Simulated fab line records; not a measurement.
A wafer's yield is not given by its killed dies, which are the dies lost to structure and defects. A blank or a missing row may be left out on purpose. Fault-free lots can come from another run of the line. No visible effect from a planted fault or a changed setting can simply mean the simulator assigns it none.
fab line records	flow rit-cmos
[record] lots = 5	wafers = 15	last-day = 6
route steps=202 shown NLDD@110 PLDD@114 SPACER@125 NSD@131 PSD@142 M1@202
lots untouched by any fault: they come from a run of this same line in which no faults occurred
start-h: hours from the record's opening day to when the first of the lot's shown wafers began	wait-h: hours since the lot's step before	" identical to the entry in the row above	L1.1+2: several wafers, shown together as one row	- no value present, or no start provided	* or withheld: withheld	< > ~ a bound
route shown NAME@n: NAME is a module with steps in the file, n the number in the route of the first one	usual: the fault-free wafers' mean and standard deviation	same: alike in all rows	chamber/n: place in a boat	sites: per-site readings	_std_site: how widely they spread, as a standard deviation	_edge_site: outer sites' mean less inner sites'	radius-mm: how far each site lies from the wafer's centre	mask NAME#n: copy n	behind: the tool/chamber that last shaped the wafer	hold: what put the lot on hold/how long, in hours/how the hold closed	device: the transistor (n, p or np) that didn't switch	end of line: the tests these same wafers got at the end of their route	step lacking rows: just its recipe	killed: the dies lost at the first sort to structure and to defects; this is not the yield of the wafer	map: the dies of a wafer, with x for killed, . for not killed, _ for no die there
set.NAME: setting as actually run; set.NAME@STEP: the setting as run at that earlier step	model.NAME: the simulator's own value behind a step, which no gauge read
lots at some steps of the route; a table a step, a row a wafer
services: a tool's chamber out of use, with start hour (start-h, from the record's first day; less than 0 if before it), hours out, and reason
[[steps]]
[step RIT_NLDD_HARDBAKE_07]
[recipe] resist = NOVOLAK	temp-c = 140	time-s = 60
[step RIT_NLDD_IMPLANT_08]
[recipe] species = P	energy-kev = 20	dose-cm2 = 5e+14	tilt-deg = 7
[step RIT_NLDD_STRIP_09]
[recipe] chemistry = O2	time-s = 180	resist = NOVOLAK	platen-temp-c = withheld	power-w = 500	pressure-mtorr = 4000	o2-flow-sccm = 4000
[usual] drypump-motor-current-A = 5.6/0.37	rf-refl-power-W = 6.5/1.4
lot.wafer	tool	chamber	start-h	wait-h	drypump-motor-current-A	rf-hours-counter-h	rf-refl-power-W
L295.1	plasma-asher-03	0	67.16	0.1	5.1	42	6.6
L295.2	"	1	"	"	5.5	42	5.1
L295.3	"	0	"	"	5.1	-	6.7
L296.3	plasma-asher-01	1	69.54	0.1	5.8	-	4.8
L296.4	"	0	"	"	5.9	-	9.0
L296.5	"	0	"	"	5.9	-	9.0
L305.2	plasma-asher-04	0	115.24	0.1	6.1	33	5.8
L305.5	"	0	"	"	6.1	-	5.9
L305.6	"	1	"	"	5.3	-	7.5
L307.2	plasma-asher-03	1	123.60	0.1	5.5	48	5.2
L307.5	"	0	"	"	5.1	-	6.9
L307.6	"	1	"	"	5.5	-	5.2
L308.1	plasma-asher-04	0	129.43	0.1	6.1	35	5.6
L308.3	"	0	"	"	6.1	-	5.8
L308.6	"	1	"	"	5.3	-	7.7
[step RIT_NLDD_TW_MEAS_10]
[usual] NLDD_TW = 2491/13
lot.wafer	tool	chamber	start-h	wait-h	NLDD_TW
L295.1	film-metro-02	-	67.34	0.1	2507
L295.2	"	-	"	"	2503
L295.3	"	-	"	"	2513
L296.3	film-metro-02	-	69.68	0.1	2494
L296.4	"	-	"	"	2486
L296.5	"	-	"	"	2501
L305.2	film-metro-03	-	115.43	0.1	2480
L305.5	"	-	"	"	2470
L305.6	"	-	"	"	2490
L307.2	film-metro-04	-	123.79	0.1	2496
L307.5	"	-	"	"	2494
L307.6	"	-	"	"	2504
L308.1	film-metro-03	-	129.61	0.1	2494
L308.3	"	-	"	"	2487
L308.6	"	-	"	"	2484
[step RIT_PLDD_HMDS_00]
[recipe] prime-time-s = 60	prime-temp-c = 140
[step RIT_PLDD_COAT_01]
[recipe] resist = NOVOLAK	spin-rpm = 3250	resist-thk-nm = 1000
[step RIT_PLDD_SOFTBAKE_02]
[recipe] resist = NOVOLAK	temp-c = 90	time-s = 60
[step RIT_PLDD_EXPOSE_03]
[recipe] mask-id = M8	na = 0.57	target-cd-nm = 40900	dose-mj = 250
[step RIT_PLDD_PEB_04]
[recipe] resist = NOVOLAK	temp-c = withheld	time-s = withheld
[step RIT_PLDD_DEVELOP_05]
[recipe] resist = NOVOLAK	develop-time-s = 50	dev-temp-c = 23
[step RIT_PLDD_OVL_MEAS_06]
[usual] PLDD_OVL = 0.0/1.4
lot.wafer	tool	chamber	start-h	wait-h	PLDD_OVL[nm]
L295.1	overlay-01	-	68.37	-	1.9
L295.2	"	-	"	"	1.8
L295.3	"	-	"	"	-1.6
L296.3	overlay-01	-	70.71	-	-1.8
L296.4	"	-	"	"	-1.7
L296.5	"	-	"	"	2.8
L305.2	overlay-02	-	116.47	-	-2.3
L305.5	"	-	"	"	-1.3
L305.6	"	-	"	"	-1.0
L307.2	overlay-01	-	124.69	-	0.7
L307.5	"	-	"	"	1.9
L307.6	"	-	"	"	1.3
L308.1	overlay-01	-	130.71	-	-1.2
L308.3	"	-	"	"	-1.8
L308.6	"	-	"	"	1.3
[step RIT_PLDD_HARDBAKE_07]
[recipe] resist = NOVOLAK	temp-c = 140	time-s = 60
[step RIT_PLDD_IMPLANT_08]
[recipe] species = BF2	energy-kev = 20	dose-cm2 = 9e+14	tilt-deg = 7
lot.wafer	tool	chamber	start-h	wait-h
L295.1+2+3	implanter-04	0	68.67	0.1
L296.3+4+5	implanter-01	0	70.93	0.1
L305.2+5+6	implanter-04	0	116.68	0.1
L307.2+5+6	implanter-01	0	124.90	0.1
L308.1+3+6	implanter-03	0	131.14	0.1
[step RIT_PLDD_STRIP_09]
[recipe] chemistry = O2	time-s = 180	resist = NOVOLAK	platen-temp-c = withheld	power-w = 500	pressure-mtorr = 4000	o2-flow-sccm = 4000
[usual] drypump-motor-current-A = 5.4/0.37	rf-refl-power-W = 6.0/1.1
lot.wafer	tool	chamber	start-h	wait-h	drypump-motor-current-A	rf-hours-counter-h	rf-refl-power-W
L295.1	plasma-asher-02	1	68.82	0.1	4.9	41	6.8
L295.2	"	0	"	"	5.6	41	4.5
L295.3	"	0	"	"	5.6	-	4.5
L296.3	plasma-asher-04	1	71.09	0.1	5.2	-	7.8
L296.4	"	0	"	"	6.1	-	5.3
L296.5	"	1	"	"	5.3	-	8.1
L305.2	plasma-asher-04	0	116.80	0.1	6.1	33	5.6
L305.5	"	0	"	"	6.1	-	5.7
L305.6	"	1	"	"	5.3	-	7.4
L307.2	plasma-asher-04	1	125.02	0.1	5.3	34	7.5
L307.5	"	0	"	"	6.1	-	5.7
L307.6	"	1	"	"	5.3	-	7.2
L308.1	plasma-asher-03	0	131.29	0.1	5.1	50	6.8
L308.3	"	1	"	"	5.4	-	5.1
L308.6	"	0	"	"	5.1	-	6.9
[step RIT_PLDD_TW_MEAS_10]
[usual] PLDD_TW = 2348/13
lot.wafer	tool	chamber	start-h	wait-h	PLDD_TW
L295.1	film-metro-04	-	68.99	0.1	2363
L295.2	"	-	"	"	2366
L295.3	"	-	"	"	2368
L296.3	film-metro-04	-	71.23	0.1	2344
L296.4	"	-	"	"	2361
L296.5	"	-	"	"	2362
L305.2	film-metro-04	-	116.99	0.1	2351
L305.5	"	-	"	"	2342
L305.6	"	-	"	"	2351
L307.2	film-metro-03	-	125.21	0.1	2302
L307.5	"	-	"	"	2317
L307.6	"	-	"	"	2299
L308.1	film-metro-02	-	131.47	0.1	2346
L308.3	"	-	"	"	2336
L308.6	"	-	"	"	2347
[step RIT_SPACER_CLEAN_00]
[recipe] chemistry = SC1	mix = 3:3:50	time-s = 600	temp-c = 75
[step RIT_SPACER_CLEAN_01]
[recipe] chemistry = dHF	dilution = 50:1	time-s = 30
[step RIT_SPACER_CLEAN_02]
[recipe] chemistry = SC2	mix = 3:3:50	time-s = 600	temp-c = 75	dry = n2-spin
[step RIT_SPACER_CVD_03]
[recipe] material = Si3N4	target-thk-nm = 250	temp-c = 810	precursor = SiH2Cl2/NH3	time-s = 3300	pressure-mtorr = 300	sih2cl2-flow-sccm = 60	nh3-flow-sccm = 150
[step RIT_SPACER_THK_MEAS_04]
[recipe] reads = Si3N4_of_SPACER_CVD_03
[usual] SPACER_NITRIDE_THK = 251.7/2.5
lot.wafer	tool	chamber	start-h	wait-h	SPACER_NITRIDE_THK[nm]
L295.1	film-metro-01	-	71.38	0.0	251.4
L295.2	"	-	"	"	250.9
L295.3	"	-	"	"	252.9
L296.3	film-metro-04	-	73.60	0.0	249.5
L296.4	"	-	"	"	249.4
L296.5	"	-	"	"	249.5
L305.2	film-metro-04	-	119.49	0.0	252.5
L305.5	"	-	"	"	254.1
L305.6	"	-	"	"	253.3
L307.2	film-metro-02	-	127.55	0.0	252.3
L307.5	"	-	"	"	251.5
L307.6	"	-	"	"	252.6
L308.1	film-metro-02	-	133.83	0.0	252.2
L308.3	"	-	"	"	252.2
L308.6	"	-	"	"	253.8
[step RIT_SPACER_ETCHBACK_05]
[recipe] target-depth-a = 2500	SF6_flow_sccm = 30	CHF3_flow_sccm = 30	target = Si3N4	chemistry = SF6/CHF3	pressure-mtorr = 40	rf-w = 250	time-s = 240	stop-on = SiO2
[usual] drypump-motor-current-A = 5.8/0.36	oes-product-au = 0.849/0.015	throttle-valve-pct = 10.35/0.19
lot.wafer	tool	chamber	start-h	wait-h	drypump-motor-current-A	oes-product-au	rf-hours-counter-h	throttle-valve-pct
L295.1	rie-diel-01	0	71.44	0.1	5.7	0.829	39	10.59
L295.2	"	2	"	"	6.0	0.862	142	10.25
L295.3	"	1	"	"	5.5	0.863	47	10.34
L296.3	rie-diel-04	0	73.64	0.0	6.0	0.834	91	10.46
L296.4	"	2	"	"	5.4	0.853	120	10.21
L296.5	"	1	"	"	6.6	0.848	-	10.18
L305.2	rie-diel-04	0	119.54	0.0	6.0	0.855	92	10.48
L305.5	"	3	"	"	5.8	0.836	-	10.19
L305.6	"	0	"	"	6.0	0.849	-	10.48
L307.2	rie-diel-01	0	127.60	0.0	5.7	0.834	41	10.60
L307.5	"	0	"	"	5.7	0.835	-	10.58
L307.6	"	3	"	"	5.3	0.849	-	10.61
L308.1	rie-diel-04	3	133.89	0.1	5.8	0.839	54	10.19
L308.3	"	0	"	"	6.0	0.854	92	10.47
L308.6	"	2	"	"	5.4	0.876	-	10.21
[step RIT_NSD_HMDS_00]
[recipe] prime-time-s = 60	prime-temp-c = 140
[step RIT_NSD_COAT_01]
[recipe] resist = NOVOLAK	spin-rpm = 3250	resist-thk-nm = 1000
[step RIT_NSD_SOFTBAKE_02]
[recipe] resist = NOVOLAK	temp-c = 90	time-s = 60
[step RIT_NSD_EXPOSE_03]
[recipe] mask-id = M9	na = 0.57	target-cd-nm = 40700	dose-mj = 250
[step RIT_NSD_PEB_04]
[recipe] resist = NOVOLAK	temp-c = withheld	time-s = withheld
[step RIT_NSD_DEVELOP_05]
[recipe] resist = NOVOLAK	develop-time-s = 50	dev-temp-c = 23
[step RIT_NSD_OVL_MEAS_06]
[usual] NSD_OVL = 0.0/1.5
lot.wafer	tool	chamber	start-h	wait-h	NSD_OVL[nm]
L295.1	overlay-01	-	74.93	-	-1.2
L295.2	"	-	"	"	-1.4
L295.3	"	-	"	"	0.9
L296.3	overlay-02	-	75.01	-	0.4
L296.4	"	-	"	"	-4.0
L296.5	"	-	"	"	-0.6
L305.2	overlay-01	-	120.67	-	1.2
L305.5	"	-	"	"	1.5
L305.6	"	-	"	"	3.0
L307.2	overlay-01	-	128.89	-	1.9
L307.5	"	-	"	"	-0.3
L307.6	"	-	"	"	0.8
L308.1	overlay-02	-	135.01	-	1.4
L308.3	"	-	"	"	-1.6
L308.6	"	-	"	"	-0.4
[step RIT_NSD_HARDBAKE_07]
[recipe] resist = NOVOLAK	temp-c = 140	time-s = 60
[step RIT_NSD_IMPLANT_08]
[recipe] species = P	energy-kev = 25	dose-cm2 = 1e+15	tilt-deg = 7
[step RIT_NSD_STRIP_09]
[recipe] chemistry = O2	time-s = 180	resist = NOVOLAK	platen-temp-c = withheld	power-w = 500	pressure-mtorr = 4000	o2-flow-sccm = 4000
[usual] drypump-motor-current-A = 5.6/0.36	rf-refl-power-W = 6.3/1.7
lot.wafer	tool	chamber	start-h	wait-h	drypump-motor-current-A	rf-hours-counter-h	rf-refl-power-W
L295.1	plasma-asher-01	1	75.38	0.1	5.8	44	4.7
L295.2	"	0	"	"	5.9	44	9.1
L295.3	"	1	"	"	5.8	-	4.7
L296.3	plasma-asher-03	1	75.57	0.1	5.5	-	5.2
L296.4	"	0	"	"	5.1	-	7.0
L296.5	"	0	"	"	5.1	-	6.7
L305.2	plasma-asher-03	1	121.00	0.1	5.5	48	5.2
L305.5	"	0	"	"	5.2	-	7.1
L305.6	"	1	"	"	5.5	-	5.0
L307.2	plasma-asher-01	1	129.22	0.1	5.8	1	4.7
L307.5	"	1	"	"	5.8	-	4.8
L307.6	"	0	"	"	5.9	-	8.9
L308.1	plasma-asher-01	1	135.35	0.1	5.8	2	4.8
L308.3	"	0	"	"	5.9	-	9.1
L308.6	"	1	"	"	5.8	-	4.8
[step RIT_NSD_TW_MEAS_10]
[usual] NSD_TW = 3120/20
lot.wafer	tool	chamber	start-h	wait-h	NSD_TW
L295.1	film-metro-02	-	75.56	0.1	3140
L295.2	"	-	"	"	3146
L295.3	"	-	"	"	3128
L296.3	film-metro-03	-	75.71	0.1	3068
L296.4	"	-	"	"	3085
L296.5	"	-	"	"	3075
L305.2	film-metro-03	-	121.19	0.1	3104
L305.5	"	-	"	"	3093
L305.6	"	-	"	"	3113
L307.2	film-metro-04	-	129.40	0.1	3127
L307.5	"	-	"	"	3141
L307.6	"	-	"	"	3121
L308.1	film-metro-04	-	135.52	0.1	3122
L308.3	"	-	"	"	3123
L308.6	"	-	"	"	3121
[step RIT_PSD_HMDS_00]
[recipe] prime-time-s = 60	prime-temp-c = 140
[step RIT_PSD_COAT_01]
[recipe] resist = NOVOLAK	spin-rpm = 3250	resist-thk-nm = 1000
[step RIT_PSD_SOFTBAKE_02]
[recipe] resist = NOVOLAK	temp-c = 90	time-s = 60
[step RIT_PSD_EXPOSE_03]
[recipe] mask-id = M10	na = 0.57	target-cd-nm = 40900	dose-mj = 250
[step RIT_PSD_PEB_04]
[recipe] resist = NOVOLAK	temp-c = withheld	time-s = withheld
[step RIT_PSD_DEVELOP_05]
[recipe] resist = NOVOLAK	develop-time-s = 50	dev-temp-c = 23
[step RIT_PSD_OVL_MEAS_06]
[usual] PSD_OVL = 0.9/1.3
lot.wafer	tool	chamber	start-h	wait-h	PSD_OVL[nm]
L295.1	overlay-02	-	76.77	-	0.0
L295.2	"	-	"	"	-0.3
L295.3	"	-	"	"	0.2
L296.3	overlay-01	-	76.89	-	2.4
L296.4	"	-	"	"	1.5
L296.5	"	-	"	"	1.0
L305.2	overlay-02	-	122.27	-	0.5
L305.5	"	-	"	"	0.1
L305.6	"	-	"	"	-0.9
L307.2	overlay-01	-	130.43	-	1.4
L307.5	"	-	"	"	1.0
L307.6	"	-	"	"	0.2
L308.1	overlay-02	-	136.51	-	-0.6
L308.3	"	-	"	"	-0.4
L308.6	"	-	"	"	-0.9
[step RIT_PSD_HARDBAKE_07]
[recipe] resist = NOVOLAK	temp-c = 140	time-s = 60
[step RIT_PSD_IMPLANT_08]
[recipe] species = BF2	energy-kev = 27	dose-cm2 = 5e+15	tilt-deg = 7
[step RIT_PSD_STRIP_09]
[recipe] chemistry = O2	time-s = 180	resist = NOVOLAK	platen-temp-c = withheld	power-w = 500	pressure-mtorr = 4000	o2-flow-sccm = 4000
[usual] drypump-motor-current-A = 5.7/0.4	rf-refl-power-W = 6.5/1.4
lot.wafer	tool	chamber	start-h	wait-h	drypump-motor-current-A	rf-hours-counter-h	rf-refl-power-W
L295.1	plasma-asher-04	1	77.14	0.1	5.3	28	7.4
L295.2	"	0	"	"	6.1	28	5.6
L295.3	"	1	"	"	5.2	-	7.3
L296.3	plasma-asher-01	0	77.28	0.1	5.9	-	9.0
L296.4	"	1	"	"	5.8	-	4.7
L296.5	"	0	"	"	5.9	-	9.0
L305.2	plasma-asher-04	0	122.60	0.1	6.1	34	5.7
L305.5	"	0	"	"	6.1	-	5.6
L305.6	"	1	"	"	5.3	-	7.7
L307.2	plasma-asher-04	0	130.76	0.1	6.1	35	5.3
L307.5	"	0	"	"	6.1	-	5.6
L307.6	"	1	"	"	5.3	-	7.9
L308.1	plasma-asher-01	0	136.84	0.1	5.9	2	8.9
L308.3	"	0	"	"	5.9	-	9.1
L308.6	"	1	"	"	5.8	-	4.7
[step RIT_SDANNEAL_RS_MEAS_06]
[recipe] thk-meas-gauge = four-point-probe
[usual] PLDD_RS = 178.7/0.52
lot.wafer	tool	chamber	start-h	wait-h	PLDD_RS[ohm/sq]
L295.1	film-metro-04	-	78.06	0.1	179.4
L295.2	"	-	"	"	178.9
L295.3	"	-	"	"	179.3
L296.3	film-metro-03	-	78.17	0.1	178.9
L296.4	"	-	"	"	178.8
L296.5	"	-	"	"	178.4
L305.2	film-metro-02	-	123.52	0.1	178.9
L305.5	"	-	"	"	179.1
L305.6	"	-	"	"	179.4
L307.2	film-metro-03	-	131.74	0.1	184.3
L307.5	"	-	"	"	183.5
L307.6	"	-	"	"	183.9
L308.1	film-metro-03	-	137.83	0.1	179.3
L308.3	"	-	"	"	179.0
L308.6	"	-	"	"	179.6
[step RIT_M1_PROBE_99]
[usual] killed-at-front-end = 7/3.1	killed-dies = 7/3.1	killed-open = 3.5/2	killed-short = 3.3/2
[same] gross-dies = 264	killed_at_M0_to_M3 = 0	killed_at_M4_up = 0	killed-at-back-side = 0	killed-at-contacts = 0	killed-at-other = 0
lot.wafer	tool	chamber	start-h	wait-h	killed-at-front-end	killed-dies	killed-open	killed-short	model.etest.pldd.rs-ohm-sq-range	model.etest.pldd.rs-ohm-sq-rim-less-centre	model.etest.pmos_0p15.drive-ua-um-range
L295.1	prober-02	-	85.25	0.1	5	5	2	3	9.489	0.644	2.997
L295.2	prober-02	-	85.30	0.1	2	2	1	1	15.71	7.67	3.586
L295.3	prober-02	-	85.35	0.2	11	11	5	6	10.26	8.185	4.971
L296.3	prober-01	-	86.49	0.2	2	2	1	1	9.75	8.847	4.726
L296.4	prober-01	-	86.54	0.2	4	4	2	2	8.673	1.916	7.517
L296.5	prober-01	-	86.59	0.2	5	5	4	1	9.159	4.148	3.8
L305.2	prober-02	-	130.65	0.1	6	6	6	0	18.14	3.604	3.342
L305.5	prober-02	-	130.80	0.2	7	7	2	5	11.56	2.704	4.561
L305.6	prober-02	-	130.85	0.2	6	6	2	4	13.69	8.596	5.351
L307.2	prober-02	-	139.13	0.1	7	7	4	3	42.24	-13.47	8.293
L307.5	prober-02	-	139.28	0.2	17	17	9	8	35.61	-11.29	6.803
L307.6	prober-02	-	139.33	0.2	9	9	3	6	36.02	-7.185	6.213
L308.1	prober-01	-	145.99	0.1	9	9	2	7	5.421	-3.502	2.89
L308.3	prober-01	-	146.09	0.2	8	8	5	3	4.353	0.6196	3.992
L308.6	prober-01	-	146.24	0.2	5	5	3	2	12.7	-1.437	4.172
// killed by level:class
L295.1 FOX1:geometric-particle:short=1 GATE:geometric-particle:open=1 GATE:geometric-particle:short=1 SILICIDE:geometric-particle:short=1 SILICIDE:geometric-particle:open=1
L295.2 GATE:geometric-particle:open=1 GATE:geometric-particle:short=1
L295.3 GATE:geometric-particle:short=3 FOX1:geometric-particle:open=2 GATE:geometric-particle:open=2 REOX:geometric-particle:short=2 FOX1:geometric-particle:short=1 REOX:geometric-particle:open=1
L296.3 GATE:geometric-particle:open=1 REOX:geometric-particle:short=1
L296.4 GATE:geometric-particle:short=1 GATE:geometric-particle:open=1 REOX:geometric-particle:open=1 REOX:geometric-particle:short=1
L296.5 GATE:geometric-particle:open=2 GATE:geometric-particle:short=1 REOX:geometric-particle:open=1 SILICIDE:geometric-particle:open=1
L305.2 GATE:geometric-particle:open=5 FOX1:geometric-particle:open=1
L305.5 FOX1:geometric-particle:short=1 FOX2:geometric-particle:open=1 FOX2:geometric-particle:short=1 GATE:geometric-particle:short=1 REOX:geometric-particle:short=1 SILICIDE:geometric-particle:open=1 SILICIDE:geometric-particle:short=1
L305.6 GATE:geometric-particle:open=2 SPACER:geometric-particle:short=2 GATE:geometric-particle:short=1 REOX:geometric-particle:short=1
L307.2 FOX1:geometric-particle:open=2 GATE:geometric-particle:open=1 GATE:geometric-particle:short=1 REOX:geometric-particle:open=1 REOX:geometric-particle:short=1 SPACER:geometric-particle:short=1
L307.5 GATE:geometric-particle:short=5 GATE:geometric-particle:open=3 REOX:geometric-particle:open=2 SILICIDE:geometric-particle:open=2 FOX1:geometric-particle:open=1 FOX1:geometric-particle:short=1 FOX2:geometric-particle:short=1 REOX:geometric-particle:short=1
L307.6 GATE:geometric-particle:short=3 FOX1:geometric-particle:short=1 FOX2:geometric-particle:open=1 GATE:geometric-particle:open=1 REOX:geometric-particle:short=1 SPACER:geometric-particle:short=1 SPACER:geometric-particle:open=1
L308.1 FOX2:geometric-particle:short=2 SPACER:geometric-particle:short=2 FOX2:geometric-particle:open=1 GATE:geometric-particle:open=1 GATE:geometric-particle:short=1 REOX:geometric-particle:short=1 SILICIDE:geometric-particle:short=1
L308.3 GATE:geometric-particle:open=2 REOX:geometric-particle:open=2 SPACER:geometric-particle:short=2 FOX2:geometric-particle:open=1 GATE:geometric-particle:short=1
L308.6 FOX2:geometric-particle:open=1 GATE:geometric-particle:short=1 GATE:geometric-particle:open=1 REOX:geometric-particle:short=1 SPACER:geometric-particle:open=1
[[services]]
tool	chamber	start-h	hours	kind
rie-diel-01	-	54.27	2.8	pm
rie-diel-01	1	57.85	2.4	repair
implanter-03	-	67.24	5.5	repair
implanter-04	-	72.57	1.8	repair
plasma-asher-02	-	75.76	0.5	repair
rie-diel-01	2	78.85	6.7	repair
implanter-04	-	81.14	3.6	pm
plasma-asher-01	-	81.88	3.2	repair
rie-diel-04	-	91.95	0.8	repair
plasma-asher-01	-	108.75	9.0	pm
plasma-asher-01	0	108.75	9.0	vent-cycle
plasma-asher-01	1	108.75	9.0	vent-cycle
plasma-asher-01	-	110.76	0.7	repair
plasma-asher-01	0	117.75	-	clean
plasma-asher-01	1	117.75	-	clean
rie-diel-01	2	117.91	7.0	repair
plasma-asher-02	-	124.14	9.8	repair
rie-diel-01	-	129.66	14.6	pm
implanter-04	-	132.80	1.8	repair
[[key]]
[first-sign] step = RIT_PLDD_TW_MEAS_10	reading = PLDD_TW	direction = down	sigmas = 3.2	usual = 2348	struck = 2306
[effect] step = RIT_SDANNEAL_RS_MEAS_06	reading = PLDD_RS	direction = up	sigmas = 10	usual = 178.7	struck = 183.9
[model-effect] step = RIT_M1_PROBE_99	value = etest.pldd.rs-ohm-sq-range	without = 9.724	struck = 37.96
met-at RIT_PLDD_IMPLANT_08
struck-wafers L307.2,L307.5,L307.6
tester-left-out L307
onset-between 70.93 124.90
also-fits RIT_NLDD_STRIP_09:plasma-asher-03,RIT_PLDD_STRIP_09:plasma-asher-04
[fault] kind = process-parameter-drift	tool = implanter-01	chamber = -	onset-h = 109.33	steps = RIT_PLDD_IMPLANT_08	channel = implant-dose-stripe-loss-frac	offset = 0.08	shape = step	end-h = 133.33
// tester-left-out: of these lots the tester's yield and bins aren't shown, on N5 and GAA mostly nor the transistor test; their killed dies are dies lost to structure and defects alone, not to doping, threshold or leakage, so they don't give the yield
